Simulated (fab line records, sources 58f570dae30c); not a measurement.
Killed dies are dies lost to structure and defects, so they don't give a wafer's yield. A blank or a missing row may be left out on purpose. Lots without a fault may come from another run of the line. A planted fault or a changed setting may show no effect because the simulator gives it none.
One fault seen from 2 desks | flow berkeley_cmos170 | each desk has only its own numbers; what lay behind them comes last

THE METROLOGY DESK
What the gauges read, lot by lot, whatever tool the lot ran on: means of the sampled wafers that have a number. A lot is out of limits, marked OUT, if its mean lies more than 4 standard deviations from the usual mean; the brackets give that distance.
Columns: A = M2_AL_THK at UCB170_M2_THK_MEAS_03, usual 913 nm; B = cd_nm at UCB170_V2_CD_MEAS_12, usual 699.9 nm
lot  | first seen here | A   | B
L367 | day 7 10:24     | 909 | 698.6
L371 | day 8 03:02     | 919 | 701.8
L370 | day 8 03:21     | 905 | 700.4
L369 | day 8 09:11     | 913 | 698.1
L374 | day 9 03:58     | 908 | 700.5
L373 | day 9 04:22     | 934 | 698.2
L376 | day 9 09:40     | 907 | 701.3
L375 | day 9 10:01     | 907 | 700.6
L378 | day 9 17:57     | 914 | 699.1
L379 | day 10 09:29    | 911 | 699.4
L380 | day 10 09:43    | 904 | 699.3
L381 | day 10 09:58    | 898 | 698.9
L388 | day 12 16:41    | 913 | 700.4
L389 | day 13 04:39    | 904 | 698.5
This desk's finding: nothing out of limits on any of the 14 lots.

THE TOOL OWNER'S DESK: implanter-03
The tool's own readings at UCB170_PLDD_IMPLANT_08: means of the sampled wafers that have a number, for each lot that ran on this tool. A lot is out of limits, marked OUT, if its mean lies more than 4 standard deviations from the usual mean; the brackets give that distance.
Columns: A = beam_energy_keV at UCB170_PLDD_IMPLANT_08, usual 10.001; B = beam_on_s at UCB170_PLDD_IMPLANT_08, usual 10.3 s; C = faraday_current_uA at UCB170_PLDD_IMPLANT_08, usual 154
lot  | first seen here | A                       | B    | C
L367 | day 6 01:18     | 9.998                   | 10.7 | 149
L370 | day 7 01:17     | 10.001                  | 10.5 | 150
L376 | day 8 06:26     | 10.004                  | 10.5 | 151
L380 | day 9 03:51     | 10.004                  | 10.7 | 149
L388 | day 11 07:56    | 9.351 (-99 or more) OUT | 11.6 | 136
L389 | day 11 15:01    | 9.348 (-99 or more) OUT | 11.9 | 134
This desk's finding: out of limits on L388, L389; first on L388, day 11 07:56 (beam_energy_keV at UCB170_PLDD_IMPLANT_08). In limits: L367, L370, L376, L380.

PUT TOGETHER
The tool owner's desk could have raised an alarm at day 11 07:56, on L388, L389.
The metrology desk saw nothing out of limits.
The metrology desk has L388, L389 on record, within its limits.
Of the lots named, all ran UCB170_PLDD_IMPLANT_08 on implanter-03.

WHAT THE SIMULATOR HAD PUT IN
Process parameter drift: implanter-03, from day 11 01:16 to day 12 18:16, at UCB170_PLDD_IMPLANT_08. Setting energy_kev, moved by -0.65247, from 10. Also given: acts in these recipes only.
Lots struck among those shown: L388, L389.
Hours from the fault's start to each desk's first reading out of limits: the tool owner's desk, 7.
